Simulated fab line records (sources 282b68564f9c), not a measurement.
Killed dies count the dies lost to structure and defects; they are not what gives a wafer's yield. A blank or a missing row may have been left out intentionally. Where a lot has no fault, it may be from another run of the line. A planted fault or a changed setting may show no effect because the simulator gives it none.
Comparing a struck lot with a sound one | flow ritCmos | 2 out of 202 route steps
Sound: the wafers L622.1, L622.2, L622.6. Struck: wafers L633.2, L633.4, L633.6. Last of all comes the cause.
At each step with rows: each side's tool, then ch and its chambers, then its first start. Under that, the readings that differ: sound wafers | struck wafers | difference of the means | sigmas: that difference in standard deviations of wafers without a fault.
alike: same words and numbers on both sides, and readings whose means sit less than 2 such deviations apart. not compared: any withheld reading, any reading some wafer has no value for, any bound like >300 that may hide the same value, and any number with overlapping values for which the record gives no deviation.
Wherever a step has rows on one side only, a row that says differs or no value, or a row with sigmas, the two part there. When numbers do not overlap yet have no deviation, they are printed without sigmas and do not part them. A reading missing from all wafers of one side parts the sides only when that side holds two or more wafers.

RIT_ACTIVE_BOW_MEAS_00:
  sound on filmMetro-03, day 1 10:00; struck on filmMetro-02, day 3 17:01
  alike: INCOMING_BOW
RIT_ACTIVE_OXIDATION_01: target thk 46.8 nm, ox time 3360 s.
  sound on furnace-03 ch 0, day 1 10:07; struck on furnace-04, day 3 19:34
  no value came back on the struck wafers for oxTempC (C), oxTempCMax, spikeTcLoadC (C), spikeTcSourceC (C); on the sound wafers oxTempC (C) reads 994.5 994.5 994.8

## WHERE THEY PART
Within this record, at RIT_ACTIVE_OXIDATION_01 only.

WHY: what had been put in by the simulator
Beginning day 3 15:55, the whole step at RIT_ACTIVE_OXIDATION_01 was skipped on furnace-04. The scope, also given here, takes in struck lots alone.
